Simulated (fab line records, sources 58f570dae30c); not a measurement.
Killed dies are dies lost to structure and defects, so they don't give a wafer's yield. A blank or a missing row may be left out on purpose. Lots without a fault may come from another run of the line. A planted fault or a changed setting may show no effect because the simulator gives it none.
fab line records | flow berkeley_cmos170
record lots=5 wafers=15 last_day=12
route steps=331 shown M2@288 V2@292 M3@309
lots that met no fault: from a run of the same line without faults
start_h: hours from the record's first day to the start of the lot's first wafer shown | wait_h: hours since the lot's step before | " the same as in the row above | L1.1+2: a row that stands for several wafers | - no value, or no start given | * or withheld: withheld | < > ~ a bound
route shown NAME@n: a module of which the file shows steps, and the number in the route of the first | usual: mean/standard deviation of fault-free wafers | same: alike in all rows | chamber/n: place in a boat | sites: the reading at each site | _std_site: their standard deviation | _edge_site: outer sites' mean less inner sites' | radius_mm: how far each site lies from the wafer's centre | mask NAME#n: copy n | behind: the tool/chamber that last shaped the wafer | hold: why the lot was held/for how many hours/how that ended | device: the transistor (n, p or np) that didn't switch | end of line: the same wafers' tests at the end of the route | a step without rows: its recipe alone | killed: dies lost to structure and defects at the first sort, not the wafer's yield | map: a wafer's dies, x killed, . not, _ none there
set.NAME: the setting as run; set.NAME@STEP: as run at that earlier step | model.NAME: the simulator's own value behind a step, which no gauge read
lots at some steps of the route; a table a step, a row a wafer
services: from which hour (start_h, from the record's first day; less than 0 if before it) a tool's chamber was out of use, for how many hours, and why
## steps
# step UCB170_M2_ETCH_17
# recipe chemistry=N2/H2 target_depth_a=withheld overetch_a=withheld target=BARC time_s=withheld source_w=500 bias_w=100 pressure_mtorr=30 n2_flow_sccm=100 h2_flow_sccm=200
# usual drypump_motor_current_A=5.7/0.54 oes_product_au=0.996/0.023 rf_fwd_power_W=494.8/2.1 throttle_valve_pct=13.40/0.15
# columns lot.wafer tool chamber start_h wait_h drypump_motor_current_A oes_product_au rf_fwd_power_W throttle_valve_pct
L075.1 rie_diel-04 3 164.63 0.0 5.9 0.976 495.3 13.33
L075.2 " 2 " " 5.0 0.986 492.5 13.63
L075.3 " 1 " " 4.8 0.987 494.8 13.45
L085.2 rie_diel-03 2 208.43 0.0 5.9 0.984 496.2 13.51
L085.3 " 1 " " 5.7 0.986 490.7 13.37
L085.4 " 2 " " 5.9 0.988 495.0 13.53
L093.1 rie_diel-03 1 242.01 0.0 5.7 0.988 490.9 13.36
L093.2 " 0 " " 6.1 1.022 492.2 13.27
L093.3 " 2 " " 5.9 0.985 492.5 13.51
L092.2 rie_diel-02 0 242.28 0.0 5.5 1.029 495.3 13.33
L092.3 " 1 " " 6.4 1.017 495.9 13.02
L092.4 " 2 " " 5.7 1.007 492.6 13.08
L097.1 rie_diel-02 3 270.94 0.0 5.9 0.995 494.5 13.67
L097.5 " 0 " " 5.5 1.029 498.6 13.32
L097.6 " 3 " " 5.8 1.017 493.1 13.66
# step UCB170_M2_METAL_ETCH_18
# recipe chemistry=Cl2/BCl3 target=Al stop_on=SiO2 pressure_mtorr=12 target_depth_a=11700 over_etch_frac=0.3 time_s=195 icp_w=600 bias_w=120 Cl2_flow_sccm=90 bcl3_flow_sccm=45
# usual drypump_motor_current_A=5.5/0.33 oes_product_au=0.853/0.018 rf_fwd_power_W=598.6/1.8 throttle_valve_pct=24.62/0.29
# columns lot.wafer tool chamber start_h wait_h drypump_motor_current_A oes_product_au rf_fwd_power_W rf_hours_counter_h throttle_valve_pct
L075.1 rie_metal-01 0 164.68 - 5.6 0.867 599.9 20 24.04
L075.2 " 1 " " 5.9 0.846 597.3 0 24.81
L075.3 " 0 " " 5.6 0.862 598.6 - 24.05
L085.2 rie_metal-04 1 208.47 - 5.1 0.830 602.1 5 24.45
L085.3 " 0 " " 5.1 0.843 597.2 - 24.37
L085.4 " 1 " " 5.0 0.841 603.7 - 24.45
L093.1 rie_metal-02 1 242.05 - 5.2 0.878 597.4 3 24.98
L093.2 " 0 " " 5.8 0.869 599.7 9 24.67
L093.3 " 1 " " 5.3 0.885 599.6 - 24.97
L092.2 rie_metal-04 1 242.32 - 5.0 0.827 600.1 7 24.44
L092.3 " 0 " " 5.1 0.844 601.7 - 24.38
L092.4 " 1 " " 5.0 0.835 601.7 - 24.46
L097.1 rie_metal-04 1 270.99 - 5.0 0.829 598.2 7 24.47
L097.5 " 0 " " 5.2 0.835 598.5 - 24.38
L097.6 " 1 " " 5.1 0.830 599.4 - 24.46
# step UCB170_M2_STRIP_19
# recipe chemistry=O2 power_w=400 pressure_mtorr=3500 platen_temp_c=withheld o2_flow_sccm=400 overash_fraction=0.5
# usual drypump_motor_current_A=5.6/0.33 oes_product_au=0.550/0.014
# columns lot.wafer tool chamber start_h wait_h drypump_motor_current_A oes_product_au rf_hours_counter_h
L075.1 plasma_asher-04 0 164.86 0.1 6.2 0.556 44
L075.2 " 1 " " 5.5 0.547 44
L075.3 " 0 " " 6.2 0.552 -
L085.2 plasma_asher-04 1 208.66 0.1 5.5 0.550 49
L085.3 " 0 " " 6.2 0.574 -
L085.4 " 1 " " 5.5 0.544 -
L093.1 plasma_asher-03 1 242.24 0.1 5.1 0.546 15
L093.2 " 0 " " 5.5 0.569 15
L093.3 " 0 " " 5.5 0.560 -
L092.2 plasma_asher-02 1 242.51 0.1 5.8 0.546 58
L092.3 " 0 " " 5.4 0.552 -
L092.4 " 1 " " 5.8 0.540 -
L097.1 plasma_asher-02 1 271.17 0.1 5.8 0.532 61
L097.5 " 1 " " 5.8 0.554 -
L097.6 " 0 " " 5.4 0.535 -
# step UCB170_M2_CD_MEAS_90
# recipe target_cd_nm=700
# usual cd_nm=700/3.4
# columns lot.wafer tool chamber start_h wait_h cd_nm
L075.1 cd_sem-02 - 164.96 0.1 705
L075.2 " - " " 701
L075.3 " - " " 701
L085.2 cd_sem-01 - 208.78 0.1 698
L085.3 " - " " 699
L085.4 " - " " 698
L093.1 cd_sem-02 - 242.34 0.1 699
L093.2 " - " " 706
L093.3 " - " " 701
L092.2 cd_sem-02 - 242.63 0.1 699
L092.3 " - " " 700
L092.4 " - " " 699
L097.1 cd_sem-01 - 271.27 0.1 703
L097.5 " - " " 699
L097.6 " - " " 702
# step UCB170_V2_CVD_00
# recipe material=SiO2 target_thk_nm=2000 temp_c=390 precursor=TEOS/O2 time_s=250 rf_w=550 pressure_mtorr=9000
# usual heater_power_w=232/66 rf_fwd_power_W=548.3/1.6
# columns lot.wafer tool chamber start_h wait_h heater_power_w rf_fwd_power_W
L075.1 pecvd-02 1 165.08 0.1 223 546.8
L075.2 " 0 " " 159 548.4
L075.3 " 2 " " 277 546.7
L085.2 pecvd-04 2 208.88 0.1 183 549.5
L085.3 " 0 " " 269 548.7
L085.4 " 2 " " 244 547.4
L093.1 pecvd-02 2 242.46 0.1 312 548.2
L093.2 " 1 " " 250 547.5
L093.3 " 0 " " 230 547.9
L092.2 pecvd-04 0 242.73 0.1 302 547.7
L092.3 " 1 " " 351 547.1
L092.4 " 0 " " 239 546.2
L097.1 pecvd-04 0 271.39 0.1 314 547.2
L097.5 " 0 " " 241 547.6
L097.6 " 2 " " 173 547.3
# step UCB170_V2_THK_MEAS_01
# recipe reads=SiO2_of_V2_CVD_00
# usual V2_TEOS_THK=1999/29
# columns lot.wafer tool chamber start_h wait_h V2_TEOS_THK[nm]
L075.1 film_metro-03 - 165.24 0.1 1969
L075.2 " - " " 1998
L075.3 " - " " 2006
L085.2 film_metro-01 - 209.04 0.1 1977
L085.3 " - " " 1980
L085.4 " - " " 2017
L093.1 film_metro-01 - 242.61 0.1 2029
L093.2 " - " " 1942
L093.3 " - " " 1989
L092.2 film_metro-02 - 242.90 0.1 1968
L092.3 " - " " 1969
L092.4 " - " " 1988
L097.1 film_metro-01 - 271.55 0.1 1992
L097.5 " - " " 2028
L097.6 " - " " 1997
# step UCB170_V2_CMP_02
# recipe material=SiO2 down_force_psi=6 platen_rpm=60 pad_velocity_m_s=0.75398
# usual motor_current_A=15.5/1.1
# columns lot.wafer tool chamber start_h wait_h motor_current_A
L075.2 cmp-02 2 165.30 0.0 16.5
L075.3 " 0 " " 13.7
L075.1 " 1 " " 14.5
L085.4 cmp-01 2 209.09 0.0 15.6
L085.3 " 3 " " 15.7
L085.2 " 1 " " 16.6
L093.3 cmp-01 2 242.67 0.0 15.8
L093.2 " 3 " " 16.5
L093.1 " 0 " " 14.3
L092.4 cmp-02 2 242.95 0.0 17.2
L092.2 " 3 " " 17.0
L092.3 " 0 " " 13.1
L097.1 cmp-01 3 271.66 0.1 16.1
L097.6 " 2 " " 15.0
L097.5 " 3 " " 15.8
# step UCB170_V2_BOW_MEAS_03
# recipe mode=bow
# usual V2_BOW=36/6.9
# columns lot.wafer tool chamber start_h wait_h V2_BOW[um]
L075.1 film_metro-01 - 165.60 0.1 44
L075.2 " - " " 47
L075.3 " - " " 45
L085.2 film_metro-01 - 209.41 0.1 37
L085.3 " - " " 21
L085.4 " - " " 46
L093.1 film_metro-01 - 242.97 0.1 39
L093.2 " - " " 40
L093.3 " - " " 36
L092.2 film_metro-03 - 243.27 0.2 32
L092.3 " - " " 43
L092.4 " - " " 45
L097.1 film_metro-02 - 271.91 0.2 28
L097.5 " - " " 29
L097.6 " - " " 25
# step UCB170_V2_THK_MEAS_04
# recipe reads=SiO2_of_V2_CVD_00
# usual V2_POLISHED_THK=1000.1/1.2
# columns lot.wafer tool chamber start_h wait_h V2_POLISHED_THK[nm]
L075.1 film_metro-01 - 165.72 0.1 1001.1
L075.2 " - " " 1001.0
L075.3 " - " " 999.8
L085.2 film_metro-01 - 209.52 0.1 1000.6
L085.3 " - " " 1001.6
L085.4 " - " " 999.0
L093.1 film_metro-01 - 243.09 0.1 1001.4
L093.2 " - " " 1000.2
L093.3 " - " " 998.5
L092.2 film_metro-03 - 243.38 0.1 998.9
L092.3 " - " " 999.8
L092.4 " - " " 1001.5
L097.1 film_metro-02 - 272.03 0.1 1000.4
L097.5 " - " " 1000.5
L097.6 " - " " 999.5
# step UCB170_V2_CLEAN_05
# recipe chemistry=DIW
# columns lot.wafer tool chamber start_h wait_h
L075.1+2+3 wet_bench-02 0 166.07 0.3
L085.2+3+4 wet_bench-03 1 209.57 0.0
L093.1+2+3 wet_bench-03 2 243.15 0.1
L092.2+3+4 wet_bench-03 1 243.43 0.0
L097.1+5+6 wet_bench-02 1 272.09 0.1
# step UCB170_V2_HMDS_06
# recipe prime_time_s=60 prime_temp_c=100
# columns lot.wafer tool chamber start_h wait_h
L075.1+2+3 litho_track-03 0 166.24 0.0
L085.2+3+4 litho_track-03 0 210.05 0.3
L093.1+2+3 litho_track-02 0 243.33 0.0
L092.2+3+4 litho_track-04 0 243.63 0.0
L097.1+5+6 litho_track-03 0 272.40 0.1
# step UCB170_V2_COAT_07
# recipe resist=KrF spin_rpm=1500 resist_thk_nm=900
# columns lot.wafer tool chamber start_h wait_h
L075.1+2+3 litho_track-03 0 166.39 0.1
L085.2+3+4 litho_track-03 0 210.20 0.1
L093.1+2+3 litho_track-02 0 243.48 0.1
L092.2+3+4 litho_track-04 0 243.78 0.1
L097.1+5+6 litho_track-03 0 272.55 0.1
# step UCB170_V2_SOFTBAKE_08
# recipe resist=KrF temp_c=130 time_s=60
# columns lot.wafer tool chamber start_h wait_h
L075.1+2+3 litho_track-03 0 166.54 0.1
L085.2+3+4 litho_track-03 0 210.35 0.1
L093.1+2+3 litho_track-02 0 243.63 0.1
L092.2+3+4 litho_track-04 0 243.93 0.1
L097.1+5+6 litho_track-03 0 272.70 0.1
# step UCB170_V2_EXPOSE_09
# recipe mask_id=VIA2 target_cd_nm=700 na=0.5 sigma_outer=0.6 source_shape=conventional dose_mj=37
# usual focus_offset_nm=0.0/0.52
# columns lot.wafer tool chamber start_h wait_h mask focus_offset_nm
L075.1 krf_scanner-02 0 166.82 0.2 VIA2#0 -0.1
L075.2 " 0 " " VIA2#0 -0.1
L075.3 " 0 " " VIA2#0 0.4
L085.2 krf_scanner-02 0 210.62 0.2 VIA2#0 -0.7
L085.3 " 0 " " VIA2#0 0.4
L085.4 " 0 " " VIA2#0 0.1
L093.1 krf_scanner-02 0 243.90 0.2 VIA2#0 -0.1
L093.2 " 0 " " VIA2#0 0.9
L093.3 " 0 " " VIA2#0 0.3
L092.2 krf_scanner-02 0 244.07 0.1 VIA2#0 0.2
L092.3 " 0 " " VIA2#0 -1.0
L092.4 " 0 " " VIA2#0 0.7
L097.1 krf_scanner-02 0 272.97 0.2 VIA2#0 0.0
L097.5 " 0 " " VIA2#0 -0.4
L097.6 " 0 " " VIA2#0 -0.2
# step UCB170_V2_PEB_10
# recipe peb_temp_c=130 peb_time_s=withheld resist=KrF
# columns lot.wafer tool chamber start_h wait_h
L075.1+2+3 litho_track-02 0 166.94 0.1
L085.2+3+4 litho_track-04 0 210.74 0.1
L093.1+2+3 litho_track-03 0 244.05 0.1
L092.2+3+4 litho_track-04 0 244.19 0.1
L097.1+5+6 litho_track-04 0 273.24 0.3
# step UCB170_V2_DEVELOP_11
# recipe developer=TMAH develop_time_s=45 resist=KrF dev_temp_c=21
# columns lot.wafer tool chamber start_h wait_h
L075.1+2+3 litho_track-02 0 - -
L085.2+3+4 litho_track-04 0 - -
L093.1+2+3 litho_track-03 0 - -
L092.2+3+4 litho_track-04 0 - -
L097.1+5+6 litho_track-04 0 - -
# step UCB170_V2_CD_MEAS_12
# recipe target_cd_nm=700
# usual cd_nm=699.9/1.6
# columns lot.wafer tool chamber start_h wait_h cd_nm
L075.1 cd_sem-01 - 167.21 - 702.7
L075.2 " - " " 699.4
L075.3 " - " " 700.9
L085.2 cd_sem-02 - 211.01 - 699.1
L085.3 " - " " 699.1
L085.4 " - " " 698.5
L093.1 cd_sem-01 - 244.32 - 701.9
L093.2 " - " " 702.2
L093.3 " - " " 701.6
L092.2 cd_sem-02 - 244.46 - 700.1
L092.3 " - " " 699.3
L092.4 " - " " 698.7
L097.1 cd_sem-02 - 273.52 - 697.0
L097.5 " - " " 696.0
L097.6 " - " " 695.9
# step UCB170_V2_OVL_MEAS_13
# usual V2_OVL=-1/4.9
# columns lot.wafer tool chamber start_h wait_h V2_OVL[nm]
L075.1 overlay-01 - 167.33 0.1 2
L075.2 " - " " 7
L075.3 " - " " -5
L085.2 overlay-01 - 211.12 0.1 12
L085.3 " - " " 2
L085.4 " - " " 2
L093.1 overlay-02 - 244.44 0.1 -10
L093.2 " - " " 1
L093.3 " - " " -8
L092.2 overlay-01 - 244.57 0.1 -1
L092.3 " - " " 0
L092.4 " - " " 6
L097.1 overlay-02 - 273.64 0.1 -1
L097.5 " - " " -7
L097.6 " - " " -3
# step UCB170_V2_ETCH_14
# recipe chemistry=CHF3/CF4/Ar target=SiO2 stop_on=Al CHF3_flow_sccm=45 cf4_flow_sccm=15 Ar_flow_sccm=150 pressure_mtorr=200 rf_w=700 target_depth_a=12500 over_etch_frac=0.25 time_s=291
# usual drypump_motor_current_A=5.9/0.37 oes_product_au=0.876/0.011 rf_fwd_power_W=698.0/2 throttle_valve_pct=6.97/0.12
# columns lot.wafer tool chamber start_h wait_h drypump_motor_current_A oes_product_au rf_fwd_power_W rf_hours_counter_h throttle_valve_pct
L075.1 rie_diel-01 2 167.37 0.0 5.9 0.866 702.0 79 6.91
L075.2 " 1 " " 5.4 0.872 701.7 50 6.87
L075.3 " 0 " " 6.2 0.888 697.8 114 6.88
L085.2 rie_diel-03 2 211.15 0.0 5.9 0.865 698.2 1 7.10
L085.3 " 1 " " 5.7 0.884 699.5 22 7.07
L085.4 " 2 " " 5.9 0.855 696.8 - 7.11
L093.1 rie_diel-01 1 244.48 0.0 5.5 0.868 699.3 54 6.89
L093.2 " 0 " " 6.2 0.896 698.7 118 6.88
L093.3 " 2 " " 5.9 0.862 700.5 83 6.91
L092.2 rie_diel-02 1 244.60 0.0 6.4 0.877 701.7 102 6.78
L092.3 " 0 " " 5.5 0.885 697.5 121 6.96
L092.4 " 2 " " 5.7 0.886 695.1 22 6.81
L097.1 rie_diel-01 1 273.67 0.0 5.4 0.866 703.9 55 6.88
L097.5 " 0 " " 6.2 0.896 696.8 - 6.88
L097.6 " 3 " " 5.2 0.867 700.3 - 7.11
# step UCB170_V2_STRIP_15
# recipe chemistry=O2 power_w=400 pressure_mtorr=3500 platen_temp_c=withheld o2_flow_sccm=400 overash_fraction=0.5
# usual drypump_motor_current_A=5.5/0.41 oes_product_au=0.722/0.0047 strip_time_to_endpoint_s=15.32/0.096
# columns lot.wafer tool chamber start_h wait_h drypump_motor_current_A oes_product_au rf_hours_counter_h strip_time_to_endpoint_s
L075.1 plasma_asher-01 0 167.54 0.1 5.1 0.719 40 15.39
L075.2 " 1 " " 5.8 0.734 40 15.36
L075.3 " 1 " " 5.8 0.716 - 15.29
L085.2 plasma_asher-04 0 211.32 0.1 6.2 0.730 49 15.43
L085.3 " 0 " " 6.2 0.729 - 15.36
L085.4 " 1 " " 5.5 0.717 - 15.42
L093.1 plasma_asher-01 1 244.66 0.1 5.8 0.729 47 15.36
L093.2 " 0 " " 5.0 0.722 47 15.38
L093.3 " 1 " " 5.8 0.721 - 15.29
L092.2 plasma_asher-03 1 244.78 0.1 5.1 0.730 15 15.26
L092.3 " 0 " " 5.5 0.735 - 15.22
L092.4 " 1 " " 5.1 0.729 - 15.38
L097.1 plasma_asher-04 1 273.85 0.1 5.5 0.723 57 15.48
L097.5 " 0 " " 6.2 0.718 - 15.44
L097.6 " 1 " " 5.5 0.716 - 15.21
# step UCB170_V2_CD_MEAS_90
# recipe target_cd_nm=700
# usual cd_nm=700.3/1.9
# columns lot.wafer tool chamber start_h wait_h cd_nm
L075.1 cd_sem-01 - 167.64 0.1 703.9
L075.2 " - " " 699.0
L075.3 " - " " 701.6
L085.2 cd_sem-02 - 211.44 0.1 698.8
L085.3 " - " " 698.1
L085.4 " - " " 698.9
L093.1 cd_sem-02 - 244.76 0.1 701.8
L093.2 " - " " 703.7
L093.3 " - " " 702.8
L092.2 cd_sem-01 - 244.90 0.1 700.7
L092.3 " - " " 698.9
L092.4 " - " " 698.0
L097.1 cd_sem-01 - 273.95 0.1 696.0
L097.5 " - " " 695.6
L097.6 " - " " 697.7
# step UCB170_M3_PRE_CLEAN_00
# recipe gas=Ar preclean_etch_time_s=60
# columns lot.wafer tool chamber start_h wait_h
L075.1+2+3 pvd_sputter-02 - 167.76 0.1
L085.2+3+4 pvd_sputter-01 - 211.54 0.1
L093.1+2+3 pvd_sputter-04 - 244.88 0.1
L092.2+3+4 pvd_sputter-02 - 245.00 0.1
L097.1+5+6 pvd_sputter-01 - 274.07 0.1
# step UCB170_M3_SPUTTER_01
# recipe material=Al target_thk_nm=900 time_s=120 power_w=6000 chamber_pressure_pa=0.5
# usual throttle_valve_pct=29.8/1
# columns lot.wafer tool chamber start_h wait_h throttle_valve_pct
L075.1 pvd_sputter-02 - 167.83 0.0 28.1
L075.2 " - " " 30.5
L075.3 " - " " 29.2
L085.2 pvd_sputter-01 - 211.61 0.0 29.2
L085.3 " - " " 29.2
L085.4 " - " " 29.9
L093.1 pvd_sputter-04 - 244.94 0.0 30.9
L093.2 " - " " 29.2
L093.3 " - " " 30.9
L092.2 pvd_sputter-02 - 245.07 0.0 29.4
L092.3 " - " " 27.9
L092.4 " - " " 30.1
L097.1 pvd_sputter-01 - 274.14 0.0 29.6
L097.5 " - " " 29.2
L097.6 " - " " 29.2
# step UCB170_M3_RS_MEAS_02
# recipe thk_meas_gauge=four-point-probe reads=Al_of_M3_SPUTTER_01
# usual M3_AL_RS=0.0323/0.00039
# columns lot.wafer tool chamber start_h wait_h M3_AL_RS[ohm/sq]
L075.1 film_metro-01 - 167.91 0.0 0.0322
L075.2 " - " " 0.0323
L075.3 " - " " 0.0321
L085.2 film_metro-01 - 211.71 0.1 0.0324
L085.3 " - " " 0.0325
L085.4 " - " " 0.0329
L093.1 film_metro-01 - 245.03 0.0 0.0312
L093.2 " - " " 0.0321
L093.3 " - " " 0.0319
L092.2 film_metro-02 - 245.17 0.1 0.0322
L092.3 " - " " 0.0325
L092.4 " - " " 0.0320
L097.1 film_metro-02 - 274.22 0.0 0.0320
L097.5 " - " " 0.0321
L097.6 " - " " 0.0321
# step UCB170_M3_THK_MEAS_03
# recipe thk_meas_gauge=xrf reads=Al_of_M3_SPUTTER_01
# usual M3_AL_THK=905/12
# columns lot.wafer tool chamber start_h wait_h M3_AL_THK[nm]
L075.1 film_metro-01 - 168.03 0.1 901
L075.2 " - " " 904
L075.3 " - " " 908
L085.2 film_metro-01 - 211.82 0.1 891
L085.3 " - " " 893
L085.4 " - " " 880
L093.1 film_metro-01 - 245.15 0.1 936
L093.2 " - " " 904
L093.3 " - " " 913
L092.2 film_metro-02 - 245.28 0.1 913
L092.3 " - " " 902
L092.4 " - " " 921
L097.1 film_metro-02 - 274.34 0.1 919
L097.5 " - " " 921
L097.6 " - " " 918
# step UCB170_M3_HMDS_04
# recipe prime_time_s=60 prime_temp_c=100
# columns lot.wafer tool chamber start_h wait_h
L075.1+2+3 litho_track-02 0 168.15 0.1
L085.2+3+4 litho_track-03 0 211.90 0.1
L093.1+2+3 litho_track-01 0 245.33 0.2
L092.2+3+4 litho_track-03 0 245.80 0.5
L097.1+5+6 litho_track-01 0 274.41 0.1
# step UCB170_M3_COAT_05
# recipe resist=KrF spin_rpm=1500 resist_thk_nm=900
# columns lot.wafer tool chamber start_h wait_h
L075.1+2+3 litho_track-02 0 168.30 0.1
L085.2+3+4 litho_track-03 0 212.05 0.1
L093.1+2+3 litho_track-01 0 245.48 0.1
L092.2+3+4 litho_track-03 0 245.95 0.1
L097.1+5+6 litho_track-01 0 274.56 0.1
# step UCB170_M3_SOFTBAKE_06
# recipe resist=KrF temp_c=130 time_s=60
# columns lot.wafer tool chamber start_h wait_h
L075.1+2+3 litho_track-02 0 168.45 0.1
L085.2+3+4 litho_track-03 0 212.20 0.1
L093.1+2+3 litho_track-01 0 245.63 0.1
L092.2+3+4 litho_track-03 0 246.10 0.1
L097.1+5+6 litho_track-01 0 274.71 0.1
# step UCB170_M3_STRIP_07
# recipe chemistry=O2 power_w=400 pressure_mtorr=3500 platen_temp_c=withheld o2_flow_sccm=400 overash_fraction=0.5
# usual drypump_motor_current_A=5.4/0.31 oes_product_au=0.735/0.0046 strip_time_to_endpoint_s=21.95/0.058
# columns lot.wafer tool chamber start_h wait_h drypump_motor_current_A oes_product_au rf_hours_counter_h strip_time_to_endpoint_s
L075.1 plasma_asher-02 0 168.60 0.1 5.4 0.740 49 22.00
L075.2 " 1 " " 5.8 0.740 49 21.99
L075.3 " 1 " " 5.8 0.739 - 21.94
L085.2 plasma_asher-03 0 212.32 0.1 5.5 0.727 11 21.97
L085.3 " 0 " " 5.5 0.738 - 22.00
L085.4 " 1 " " 5.1 0.740 - 21.97
L093.1 plasma_asher-02 1 245.78 0.1 5.8 0.724 58 21.96
L093.2 " 0 " " 5.4 0.738 58 21.93
L093.3 " 1 " " 5.8 0.734 - 21.86
L092.2 plasma_asher-03 0 246.22 0.1 5.5 0.740 15 21.88
L092.3 " 1 " " 5.1 0.744 - 21.90
L092.4 " 0 " " 5.5 0.737 - 21.82
L097.1 plasma_asher-03 0 274.86 0.1 5.5 0.733 19 21.92
L097.5 " 0 " " 5.5 0.738 - 21.84
L097.6 " 1 " " 5.1 0.738 - 21.78
# step UCB170_M3_STRIP_08
# recipe chemistry=DMSO temp_c=80 time_s=600 material=KrF
# columns lot.wafer tool chamber start_h wait_h
L075.1+2+3 wet_bench-03 2 168.70 0.1
L085.2+3+4 wet_bench-03 0 212.42 0.1
L093.1+2+3 wet_bench-03 0 246.03 0.2
L092.2+3+4 wet_bench-03 1 246.32 0.1
L097.1+5+6 wet_bench-04 1 274.96 0.1
# step UCB170_M3_COAT_09
# recipe resist=BARC temp_c=withheld time_s=withheld spin_rpm=3000 resist_thk_nm=withheld
# columns lot.wafer tool chamber start_h wait_h
L075.1+2+3 litho_track-01 0 168.88 0.0
L085.2+3+4 litho_track-01 0 212.65 0.1
L093.1+2+3 litho_track-03 0 246.22 0.0
L092.2+3+4 litho_track-02 0 246.52 0.0
L097.1+5+6 litho_track-01 0 275.59 0.4
# step UCB170_M3_COAT_10
# recipe resist=KrF spin_rpm=1500 resist_thk_nm=900
# columns lot.wafer tool chamber start_h wait_h
L075.1+2+3 litho_track-01 0 - -
L085.2+3+4 litho_track-01 0 - -
L093.1+2+3 litho_track-03 0 - -
L092.2+3+4 litho_track-02 0 - -
L097.1+5+6 litho_track-01 0 - -
# step UCB170_M3_SOFTBAKE_11
# recipe resist=KrF temp_c=130 time_s=60
# columns lot.wafer tool chamber start_h wait_h
L075.1+2+3 litho_track-01 0 - -
L085.2+3+4 litho_track-01 0 - -
L093.1+2+3 litho_track-03 0 - -
L092.2+3+4 litho_track-02 0 - -
L097.1+5+6 litho_track-01 0 - -
# step UCB170_M3_EXPOSE_12
# recipe mask_id=METAL3 target_cd_nm=700 na=0.5 sigma_outer=0.6 source_shape=conventional dose_mj=26
# usual focus_offset_nm=0.0/0.47
# columns lot.wafer tool chamber start_h wait_h mask focus_offset_nm
L075.1 krf_scanner-02 0 169.33 - METAL3#0 0.5
L075.2 " 0 " " METAL3#0 0.6
L075.3 " 0 " " METAL3#0 0.5
L085.2 krf_scanner-01 0 213.10 - METAL3#0 0.6
L085.3 " 0 " " METAL3#0 -0.2
L085.4 " 0 " " METAL3#0 -0.5
L093.1 krf_scanner-01 0 246.87 - METAL3#0 -0.2
L093.2 " 0 " " METAL3#0 0.1
L093.3 " 0 " " METAL3#0 0.3
L092.2 krf_scanner-02 0 247.13 - METAL3#0 0.1
L092.3 " 0 " " METAL3#0 0.3
L092.4 " 0 " " METAL3#0 -0.4
L097.1 krf_scanner-01 0 276.16 - METAL3#0 -0.2
L097.5 " 0 " " METAL3#0 0.2
L097.6 " 0 " " METAL3#0 0.5
# step UCB170_M3_PEB_13
# recipe peb_temp_c=130 peb_time_s=withheld resist=KrF
# columns lot.wafer tool chamber start_h wait_h
L075.1+2+3 litho_track-01 0 169.44 0.1
L085.2+3+4 litho_track-02 0 213.22 0.1
L093.1+2+3 litho_track-01 0 247.61 0.7
L092.2+3+4 litho_track-02 0 247.87 0.7
L097.1+5+6 litho_track-03 0 276.28 0.1
# step UCB170_M3_DEVELOP_14
# recipe developer=TMAH develop_time_s=45 resist=KrF dev_temp_c=21
# columns lot.wafer tool chamber start_h wait_h
L075.1+2+3 litho_track-01 0 - -
L085.2+3+4 litho_track-02 0 - -
L093.1+2+3 litho_track-01 0 - -
L092.2+3+4 litho_track-02 0 - -
L097.1+5+6 litho_track-03 0 - -
# step UCB170_M3_CD_MEAS_15
# recipe target_cd_nm=700
# usual cd_nm=700.3/1.5
# columns lot.wafer tool chamber start_h wait_h cd_nm
L075.1 cd_sem-02 - 169.72 - 698.5
L075.2 " - " " 699.4
L075.3 " - " " 698.7
L085.2 cd_sem-01 - 213.61 - 700.0
L085.3 " - " " 700.7
L085.4 " - " " 700.6
L093.1 cd_sem-02 - 247.88 - 702.2
L093.2 " - " " 702.9
L093.3 " - " " 701.9
L092.2 cd_sem-01 - 248.14 - 701.9
L092.3 " - " " 701.5
L092.4 " - " " 701.1
L097.1 cd_sem-02 - 276.55 - 698.7
L097.5 " - " " 699.2
L097.6 " - " " 699.3
# step UCB170_M3_OVL_MEAS_16
# usual M3_OVL=2/5
# columns lot.wafer tool chamber start_h wait_h M3_OVL[nm]
L075.1 overlay-01 - 169.84 0.1 4
L075.2 " - " " 0
L075.3 " - " " -1
L085.2 overlay-01 - 213.72 0.1 0
L085.3 " - " " 3
L085.4 " - " " 2
L093.1 overlay-02 - 248.00 0.1 10
L093.2 " - " " 1
L093.3 " - " " -1
L092.2 overlay-02 - 248.25 0.1 1
L092.3 " - " " -9
L092.4 " - " " -2
L097.1 overlay-01 - 276.67 0.1 4
L097.5 " - " " 4
L097.6 " - " " 6
# step UCB170_M3_ETCH_17
# recipe chemistry=N2/H2 target_depth_a=withheld overetch_a=withheld target=BARC time_s=withheld source_w=500 bias_w=100 pressure_mtorr=30 n2_flow_sccm=100 h2_flow_sccm=200
# usual drypump_motor_current_A=5.6/0.45 oes_product_au=1.011/0.02 rf_fwd_power_W=494.8/2.3 throttle_valve_pct=13.33/0.21
# columns lot.wafer tool chamber start_h wait_h drypump_motor_current_A oes_product_au rf_fwd_power_W throttle_valve_pct
L075.1 rie_diel-01 2 169.87 0.0 5.9 0.999 497.5 13.23
L075.2 " 3 " " 5.2 1.014 490.3 13.43
L075.3 " 0 " " 6.2 1.038 492.9 13.13
L085.2 rie_diel-02 0 213.75 0.0 5.4 1.023 494.1 13.34
L085.3 " 2 " " 5.7 0.995 491.2 13.07
L085.4 " 0 " " 5.5 1.024 495.1 13.34
L093.1 rie_diel-02 3 248.04 0.0 5.9 1.022 497.7 13.68
L093.2 " 2 " " 5.7 1.013 493.1 13.06
L093.3 " 0 " " 5.5 1.026 495.9 13.33
L092.2 rie_diel-04 2 248.28 0.0 5.0 0.989 490.2 13.63
L092.3 " 3 " " 5.9 0.976 497.0 13.33
L092.4 " 1 " " 4.8 0.991 495.2 13.45
L097.1 rie_diel-01 1 276.71 0.0 5.5 0.985 498.8 13.16
L097.5 " 3 " " 5.2 1.018 492.9 13.42
L097.6 " 0 " " 6.2 1.028 494.0 13.11
## services
# columns tool chamber start_h hours kind
cmp-02 - 140.76 0.6 repair
pecvd-04 - 145.93 2.6 repair
krf_scanner-01 - 146.28 4.0 pm
rie_diel-03 0 155.73 3.1 repair
krf_scanner-01 - 158.58 0.8 pm
krf_scanner-01 - 159.33 4.4 pm
rie_diel-01 1 167.55 10.8 repair
cmp-02 - 167.80 3.5 pm
rie_diel-01 2 171.51 9.9 repair
plasma_asher-04 - 172.07 9.8 repair
cmp-01 - 188.89 2.5 repair
rie_diel-02 1 190.50 42.7 repair
plasma_asher-02 - 195.37 3.9 repair
cmp-01 - 207.64 0.6 repair
krf_scanner-01 - 208.36 1.3 pm
krf_scanner-02 - 224.08 1.3 pm
cmp-01 - 225.30 1.5 repair
rie_diel-02 3 233.41 6.3 repair
krf_scanner-02 - 235.40 1.3 repair
krf_scanner-02 - 242.65 0.8 pm
pecvd-04 - 245.28 0.8 repair
krf_scanner-02 - 251.12 2.2 repair
krf_scanner-02 - 254.15 1.0 pm
rie_diel-02 1 266.15 3.7 repair
## key
fault none
